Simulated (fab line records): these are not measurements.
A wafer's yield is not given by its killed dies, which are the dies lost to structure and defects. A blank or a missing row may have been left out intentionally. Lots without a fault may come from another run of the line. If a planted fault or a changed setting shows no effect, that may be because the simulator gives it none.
What tool caused it? + flow berkeleyCmos170 + 7 lots, 21 wafers sampled, at 2 steps of a route of 331

== WHAT THE GAUGES SHOWED, per wafer ==
UCB170_PSD_TW_MEAS_10.
| lot  | measured     | on           | PSD_TW         |
|------|--------------|--------------|----------------|
| L581 | day 6 22:48  | filmMetro-02 | 2303 2306 2308 |
| L582 | day 7 06:38  | filmMetro-03 | 2342 2335 2344 |
| L585 | day 7 20:37  | filmMetro-03 | 2324 2334 2339 |
| L587 | day 8 01:08  | filmMetro-02 | 2292 2289 2294 |
| L588 | day 8 02:22  | filmMetro-02 | 2288 2286 2292 |
| L600 | day 10 16:22 | filmMetro-03 | 30 30 30       |
| L602 | day 10 16:51 | filmMetro-01 | 2319 2341 2313 |

== WHICH TOOL RAN EACH LOT (tool, then ch and the chambers of the sampled wafers, then the start) ==
| lot  | UCB170_PSD_DEVELOP_05            |
|------|----------------------------------|
| L581 | lithoTrack-04 ch 0, day 6 22:00  |
| L582 | lithoTrack-01 ch 0, day 7 06:00  |
| L585 | lithoTrack-04 ch 0, day 7 20:00  |
| L587 | lithoTrack-02 ch 0, day 8 00:00  |
| L588 | lithoTrack-01 ch 0, day 8 01:00  |
| L600 | lithoTrack-02 ch 0, day 10 15:00 |
| L602 | lithoTrack-01 ch 0, day 10 16:00 |
- UCB170_PSD_DEVELOP_05: develop time 45 s.

== THE ANSWER, worked out from the rows above alone ==
Rule: usual is defined by the lots themselves. The widest of any qualifying gaps counts: lots, ordered by their means at a reading, are off when they make up no more than a third of the lots, leave a main group of 4 or more, and stand apart from it by 3 or more times the standard deviation of that group's means. The tables above print the reading to a certain number of digits; a main group whose means all agree to those digits is not used. A lot without any number at a reading at which 4 lots or more have one is off too. All remaining lots with rows at the step are treated as sound.
Off: L600, at UCB170_PSD_TW_MEAS_10 (PSD_TW). The main group has a mean of 2314 with a standard deviation of 20.
If a tool, at a process step before that reading, ran all the lots that are off and no sound lot after the first of them, it fits. Those tools and the gauges at UCB170_PSD_TW_MEAS_10 are tried in the same way. This does not decide it: 2 tools fit, namely lithoTrack-02 at UCB170_PSD_DEVELOP_05 and filmMetro-03 at UCB170_PSD_TW_MEAS_10.

== WHAT THE SIMULATOR PUT IN ==
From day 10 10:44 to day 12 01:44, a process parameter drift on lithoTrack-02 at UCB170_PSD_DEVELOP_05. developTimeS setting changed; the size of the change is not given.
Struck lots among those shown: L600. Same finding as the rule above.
